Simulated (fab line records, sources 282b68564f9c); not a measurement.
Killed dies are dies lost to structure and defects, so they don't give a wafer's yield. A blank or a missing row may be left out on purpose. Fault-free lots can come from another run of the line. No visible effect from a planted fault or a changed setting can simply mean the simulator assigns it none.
fab line records | flow ritCmos
record: lots: 6 wafers: 18 lastDay: 6
route steps=202 shown NSD@133 PSD@142 M1@202
lots that met no fault: taken from a fault-free run of the same line
startH: hours from the record's opening day to when the first of the lot's shown wafers began | waitH: hours elapsed since this lot's preceding step | " unchanged from the row above | L1.1+2: a single row standing in for several wafers | - value missing, or start not given | * or withheld: withheld | < > ~ a bound
route shown NAME@n: NAME is a module with steps in the file, n the number in the route of the first one | usual: the fault-free wafers' mean and standard deviation | same: alike in all rows | chamber/n: place in a boat | sites: readings site by site | _std_site: how widely they spread, as a standard deviation | _edge_site: outer sites' mean less inner sites' | radiusMm: how far each site lies from the wafer's centre | mask NAME#n: copy n | behind: the last tool/chamber to shape the wafer | hold: the reason the lot was held/the length of the hold in hours/how it ended | device: names the non-switching transistor (n, p or np) | end of line: the tests these same wafers got at the end of their route | where a step has no rows: the recipe by itself | killed: not the wafer's yield, but the dies lost to structure and defects at the first sort | map: dies across one wafer; x = killed, . = not, _ = none there
set.NAME: setting as actually run; set.NAME@STEP: the setting as run at that earlier step | model.NAME: the simulator's own value behind a step, which no gauge read
lots at selected steps of the route; one table per step, one row per wafer
services: a tool's chamber out of use, with start hour (startH, from the record's first day; less than 0 if before it), hours out, and reason
== steps ==
step: RIT_NSD_SOFTBAKE_02
recipe: resist: NOVOLAK tempC: 90 timeS: 60
step: RIT_NSD_EXPOSE_03
recipe: maskId: M9 na: 0.57 targetCdNm: 40700 doseMj: 250
step: RIT_NSD_PEB_04
recipe: resist: NOVOLAK tempC: withheld timeS: withheld
step: RIT_NSD_DEVELOP_05
recipe: resist: NOVOLAK developTimeS: 51.3 devTempC: 23
step: RIT_NSD_OVL_MEAS_06
usual: NSD_OVL: -0.3/1.4
columns lot.wafer tool chamber startH waitH NSD_OVL[nm]
L596.1 overlay-01 - 64.59 - -0.8
L596.2 " - " " 1.4
L596.6 " - " " -2.6
L599.2 overlay-02 - 77.29 - -1.8
L599.3 " - " " -1.6
L599.6 " - " " -4.0
L604.1 overlay-02 - 95.19 - -0.2
L604.5 " - " " -1.2
L604.6 " - " " 0.5
L608.1 overlay-02 - 118.84 - -2.8
L608.2 " - " " -0.2
L608.5 " - " " -1.7
L611.2 overlay-01 - 136.58 - -0.2
L611.3 " - " " -0.6
L611.5 " - " " -0.2
L612.1 overlay-02 - 139.05 - 0.8
L612.4 " - " " 0.8
L612.6 " - " " 1.5
step: RIT_NSD_HARDBAKE_07
recipe: resist: NOVOLAK tempC: 140 timeS: 60
step: RIT_NSD_IMPLANT_08
recipe: species: P energyKev: 25 doseCm2: 1e+15 tiltDeg: 7
step: RIT_NSD_STRIP_09
recipe: chemistry: O2 timeS: 180 resist: NOVOLAK platenTempC: withheld powerW: 500 pressureMtorr: 4000 o2FlowSccm: 4000
usual: drypumpMotorCurrentA: 5.9/0.48
columns lot.wafer tool chamber startH waitH drypumpMotorCurrentA rfHoursCounterH
L596.1 plasmaAsher-04 1 64.92 0.1 5.9 45
L596.2 " 0 " " 6.0 45
L596.6 " 1 " " 5.9 -
L599.2 plasmaAsher-04 1 77.62 0.1 5.9 46
L599.3 " 0 " " 6.0 -
L599.6 " 0 " " 6.0 -
L604.1 plasmaAsher-03 1 95.53 0.1 5.2 31
L604.5 " 0 " " 5.2 -
L604.6 " 1 " " 5.1 -
L608.1 plasmaAsher-02 0 119.17 0.1 6.4 48
L608.2 " 1 " " 6.4 48
L608.5 " 0 " " 6.4 -
L611.2 plasmaAsher-02 0 136.91 0.1 6.4 50
L611.3 " 1 " " 6.4 -
L611.5 " 1 " " 6.4 -
L612.1 plasmaAsher-03 1 139.38 0.1 5.1 36
L612.4 " 1 " " 5.1 -
L612.6 " 0 " " 5.2 -
step: RIT_NSD_TW_MEAS_10
usual: NSD_TW: 3124/31
columns lot.wafer tool chamber startH waitH NSD_TW
L596.1 filmMetro-03 - 65.10 0.1 3127
L596.2 " - " " 3132
L596.6 " - " " 3156
L599.2 filmMetro-03 - 77.81 0.1 3160
L599.3 " - " " 3159
L599.6 " - " " 3139
L604.1 filmMetro-03 - 95.70 0.1 3176
L604.5 " - " " 3145
L604.6 " - " " 3158
L608.1 filmMetro-04 - 119.35 0.1 3080
L608.2 " - " " 3095
L608.5 " - " " 3097
L611.2 filmMetro-04 - 137.10 0.1 3105
L611.3 " - " " 3099
L611.5 " - " " 3079
L612.1 filmMetro-03 - 139.56 0.1 3162
L612.4 " - " " 3188
L612.6 " - " " 3164
step: RIT_PSD_HMDS_00
recipe: primeTimeS: 60 primeTempC: 140
step: RIT_PSD_COAT_01
recipe: resist: NOVOLAK spinRpm: 3250 resistThkNm: 1000
step: RIT_PSD_SOFTBAKE_02
recipe: resist: NOVOLAK tempC: 90 timeS: 60
step: RIT_PSD_EXPOSE_03
recipe: maskId: M10 na: 0.57 targetCdNm: 40900 doseMj: 250
same: na: 0.57
columns lot.wafer tool chamber startH waitH mask model.PSD.overlayXNm
L596.1+2+6 ilineStepper-01 0 65.61 0.1 M10#0 0.2821
L599.2+3+6 ilineStepper-02 0 78.45 0.2 M10#0 0.3574
L604.1+5+6 ilineStepper-02 0 96.21 0.1 M10#0 129.8
L608.1+2+5 ilineStepper-02 0 119.98 0.2 M10#0 130.1
L611.2+3+5 ilineStepper-01 0 137.62 0.1 M10#0 0.008791
L612.1+4+6 ilineStepper-01 0 140.13 0.1 M10#0 -1.593
step: RIT_PSD_PEB_04
recipe: resist: NOVOLAK tempC: withheld timeS: withheld
step: RIT_PSD_DEVELOP_05
recipe: resist: NOVOLAK developTimeS: 50 devTempC: 23
step: RIT_PSD_OVL_MEAS_06
usual: PSD_OVL: 0.7/1.2
columns lot.wafer tool chamber startH waitH PSD_OVL[nm]
L596.1 overlay-01 - 66.11 - 1.4
L596.2 " - " " -0.2
L596.6 " - " " 0.3
L599.2 overlay-02 - 78.87 - -1.5
L599.3 " - " " -0.8
L599.6 " - " " 0.5
L604.1 overlay-02 - 96.61 - 129.3
L604.5 " - " " 129.3
L604.6 " - " " 130.9
L608.1 overlay-02 - 120.38 - 129.9
L608.2 " - " " 131.3
L608.5 " - " " 130.5
L611.2 overlay-02 - 138.00 - 1.1
L611.3 " - " " 0.6
L611.5 " - " " -1.0
L612.1 overlay-02 - 140.53 - -1.1
L612.4 " - " " 0.9
L612.6 " - " " 1.2
step: RIT_PSD_HARDBAKE_07
recipe: resist: NOVOLAK tempC: 140 timeS: 60
step: RIT_M1_PROBE_99
usual: killedAtContacts: 0.1/0.23 killedAtFrontEnd: 6.6/2.8 killedDies: 6.6/2.8 killedOpen: 3.3/2 killedShort: 3.2/1.7
same: grossDies: 264 killed_at_M0_to_M3: 0 killed_at_M4_up: 0 killedAtBackSide: 0 killedAtOther: 0
columns lot.wafer tool chamber startH waitH killedAtContacts killedAtFrontEnd killedDies killedOpen killedShort model.etest.selectEdgeDiodeP.leakLog10A
L596.1 prober-01 - 74.91 0.1 0 5 5 0 5 -10.34
L596.2 prober-01 - 74.96 0.1 0 7 7 3 4 -10.3
L596.6 prober-01 - 75.16 0.2 0 4 4 4 0 -10.16
L599.2 prober-02 - 87.79 0.1 0 7 7 5 2 -10.31
L599.3 prober-02 - 87.84 0.2 0 7 7 4 3 -10.23
L599.6 prober-02 - 87.99 0.2 1 12 13 7 6 -10.34
L604.1 prober-02 - 105.01 0.1 0 8 8 4 3 -9.55
L604.5 prober-02 - 105.21 0.2 0 3 3 0 3 -9.639
L604.6 prober-02 - 105.26 0.2 0 12 12 6 5 -9.594
L608.1 prober-01 - 128.75 0.1 0 6 6 4 2 -9.578
L608.2 prober-01 - 128.80 0.1 0 5 5 3 2 -9.557
L608.5 prober-01 - 128.95 0.2 0 4 4 2 2 -9.678
L611.2 prober-02 - 146.75 0.1 0 7 7 4 1 -10.43
L611.3 prober-02 - 146.80 0.2 0 8 8 4 4 -10.47
L611.5 prober-02 - 146.90 0.2 0 10 10 5 3 -10.51
L612.1 prober-01 - 149.17 0.1 0 8 8 3 5 -10.39
L612.4 prober-01 - 149.32 0.2 0 6 6 3 2 -10.51
L612.6 prober-01 - 149.42 0.2 0 7 7 3 4 -10.31
killed by level:class
L596.1 FOX1:geometricParticle:short=2 GATE:geometricParticle:short=2 SILICIDE:geometricParticle:short=1
L596.2 FOX1:geometricParticle:short=2 FOX1:geometricParticle:open=1 GATE:geometricParticle:open=1 REOX:geometricParticle:short=1 SILICIDE:geometricParticle:short=1 SILICIDE:geometricParticle:open=1
L596.6 SILICIDE:geometricParticle:open=2 FOX2:geometricParticle:open=1 GATE:geometricParticle:open=1
L599.2 SPACER:geometricParticle:open=2 FOX1:geometricParticle:short=1 FOX1:geometricParticle:open=1 GATE:geometricParticle:open=1 SPACER:geometricParticle:short=1 SILICIDE:geometricParticle:open=1
L599.3 FOX1:geometricParticle:open=2 FOX1:geometricParticle:short=1 FOX2:geometricParticle:open=1 GATE:geometricParticle:short=1 REOX:geometricParticle:short=1 SPACER:geometricParticle:open=1
L599.6 GATE:geometricParticle:open=3 FOX1:geometricParticle:short=2 FOX1:geometricParticle:open=2 GATE:geometricParticle:short=2 SPACER:geometricParticle:short=1 SILICIDE:geometricParticle:short=1 SILICIDE:geometricParticle:open=1 CONTACT:geometricParticle:open=1
L604.1 GATE:geometricParticle:open=2 SPACER:geometricParticle:open=2 FOX1:geometricParticle:short=1 REOX:geometricParticle:short=1 SPACER:geometricParticle:short=1 NSD:coatMicrobubblePrinted=1
L604.5 GATE:geometricParticle:short=3
L604.6 GATE:geometricParticle:short=4 GATE:geometricParticle:open=3 FOX2:geometricParticle:open=2 FOX1:geometricParticle:open=1 FOX2:geometricParticle:short=1 NSD:coatMicrobubblePrinted=1
L608.1 GATE:geometricParticle:open=3 SPACER:geometricParticle:short=2 REOX:geometricParticle:open=1
L608.2 FOX2:geometricParticle:open=2 SPACER:geometricParticle:short=2 REOX:geometricParticle:open=1
L608.5 FOX1:geometricParticle:short=1 FOX1:geometricParticle:open=1 FOX2:geometricParticle:open=1 FOX2:geometricParticle:short=1
L611.2 NLDD:coatMicrobubblePrinted=2 FOX1:geometricParticle:short=1 GATE:geometricParticle:open=1 REOX:geometricParticle:open=1 SPACER:geometricParticle:open=1 SILICIDE:geometricParticle:open=1
L611.3 GATE:geometricParticle:open=3 GATE:geometricParticle:short=2 FOX2:geometricParticle:short=1 REOX:geometricParticle:short=1 REOX:geometricParticle:open=1
L611.5 GATE:geometricParticle:open=4 GATE:geometricParticle:short=3 NLDD:coatMicrobubblePrinted=2 SILICIDE:geometricParticle:open=1
L612.1 FOX1:geometricParticle:short=2 FOX1:geometricParticle:open=2 GATE:geometricParticle:short=2 SPACER:geometricParticle:short=1 SPACER:geometricParticle:open=1
L612.4 FOX1:geometricParticle:open=2 SPACER:geometricParticle:short=2 SILICIDE:geometricParticle:open=1 NLDD:coatMicrobubblePrinted=1
L612.6 GATE:geometricParticle:open=2 FOX1:geometricParticle:short=1 GATE:geometricParticle:short=1 REOX:geometricParticle:short=1 SPACER:geometricParticle:open=1 SPACER:geometricParticle:short=1
== services ==
columns tool chamber startH hours kind
plasmaAsher-02 - 47.53 0.5 repair
ilineStepper-01 - 47.78 4.4 pm
plasmaAsher-03 - 52.89 14.6 pm
ilineStepper-02 0 60.51 - calibration
ilineStepper-01 0 70.12 - calibration
ilineStepper-02 - 71.35 1.7 pm
ilineStepper-01 - 96.26 3.8 repair
plasmaAsher-04 - 108.75 9.0 pm
plasmaAsher-04 0 108.75 9.0 ventCycle
plasmaAsher-04 1 108.75 9.0 ventCycle
ilineStepper-02 - 112.83 4.4 pm
plasmaAsher-04 0 117.75 - clean
plasmaAsher-04 1 117.75 - clean
plasmaAsher-02 - 121.22 0.5 repair
== key ==
firstSign: step: RIT_PSD_OVL_MEAS_06 reading: PSD_OVL direction: up sigmas: 99+ usual: 0.7 struck: 130.2
effect none on later readings
modelEffect: step: RIT_PSD_EXPOSE_03 value: PSD.overlayXNm without: -0.0431 struck: 130
modelEffect: step: RIT_M1_PROBE_99 value: etest.selectEdgeDiodeP.leakLog10A without: -10.36 struck: -9.599
metAt RIT_PSD_EXPOSE_03
struckWafers L604.1,L604.5,L604.6,L608.1,L608.2,L608.5
testerLeftOut L604,L608
onsetBetween 78.45 96.21
fault: kind: scannerMatchingOverlay tool: ilineStepper-02 chamber: - onsetH: 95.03 steps: RIT_PSD_EXPOSE_03 offset: 130
testerLeftOut: of these lots the tester's yield and bins aren't shown, on N5 and GAA mostly nor the transistor test; their killed dies are dies lost to structure and defects alone, not to doping, threshold or leakage, so they don't give the yield
